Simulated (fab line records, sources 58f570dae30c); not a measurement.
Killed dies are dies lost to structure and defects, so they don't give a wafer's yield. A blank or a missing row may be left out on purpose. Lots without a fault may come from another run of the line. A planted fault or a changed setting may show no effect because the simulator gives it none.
One fault seen from 2 desks | flow berkeley_cmos170 | each desk has only its own numbers; what lay behind them comes last

THE METROLOGY DESK
What the gauges read, lot by lot, whatever tool the lot ran on: means of the sampled wafers that have a number. A lot is out of limits, marked OUT, if its mean lies more than 4 standard deviations from the usual mean; the brackets give that distance.
Columns: A = V1_BOW at UCB170_V1_BOW_MEAS_03, usual 18 um; B = V1_OVL at UCB170_V1_OVL_MEAS_13, usual 2 nm; C = cd_nm at UCB170_M2_CD_MEAS_90, usual 701 nm
lot  | first seen here | A  | B  | C
L868 | day 6 10:54     | 19 | 3  | 700
L869 | day 7 13:23     | 13 | -1 | 698
L871 | day 7 19:34     | 19 | 8  | 701
L870 | day 7 19:35     | 29 | 8  | 695
L873 | day 7 23:41     | 17 | 3  | 705
L874 | day 8 13:36     | 15 | 2  | 700
L872 | day 8 13:38     | 21 | -4 | -
L875 | day 9 01:51     | 20 | 6  | -
L876 | day 9 02:09     | 18 | 0  | 702
L883 | day 10 08:53    | 20 | -1 | 699
L886 | day 11 11:50    | 16 | 3  | 704
L887 | day 11 12:02    | 17 | -3 | 705
L889 | day 12 01:07    | 15 | -1 | 702
L891 | day 12 01:26    | 18 | 5  | 698
This desk's finding: nothing out of limits on any of the 14 lots.

THE TOOL OWNER'S DESK: rie_metal-04
The tool's own readings at UCB170_M2_METAL_ETCH_18 (etches Al in Cl2/BCl3, stops on SiO2, target depth 1170 nm, time 195 s): means of the sampled wafers that have a number, for each lot that ran on this tool. A lot is out of limits, marked OUT, if its mean lies more than 4 standard deviations from the usual mean; the brackets give that distance.
Columns: A = bcl3_flow_sccm at UCB170_M2_METAL_ETCH_18, usual 44.99 sccm; B = bias_w at UCB170_M2_METAL_ETCH_18, usual 120.0 W; C = drypump_motor_current_A at UCB170_M2_METAL_ETCH_18, usual 5.6 A; D = oes_product_au at UCB170_M2_METAL_ETCH_18, usual 0.857 a.u.; E = throttle_valve_pct at UCB170_M2_METAL_ETCH_18, usual 24.4 %
lot  | first seen here | A     | B     | C   | D     | E
L871 | day 8 01:32     | 45.03 | 119.9 | 6.0 | 0.856 | 24.6
L887 | day 11 16:52    | 45.20 | 120.4 | 6.3 | 0.853 | 24.7
L889 | day 12 07:11    | 45.10 | 120.3 | 6.3 | 0.845 | 24.7
This desk's finding: nothing out of limits on any of the 3 lots.

PUT TOGETHER
The metrology desk saw nothing out of limits.
The tool owner's desk saw nothing out of limits.

WHAT THE SIMULATOR HAD PUT IN
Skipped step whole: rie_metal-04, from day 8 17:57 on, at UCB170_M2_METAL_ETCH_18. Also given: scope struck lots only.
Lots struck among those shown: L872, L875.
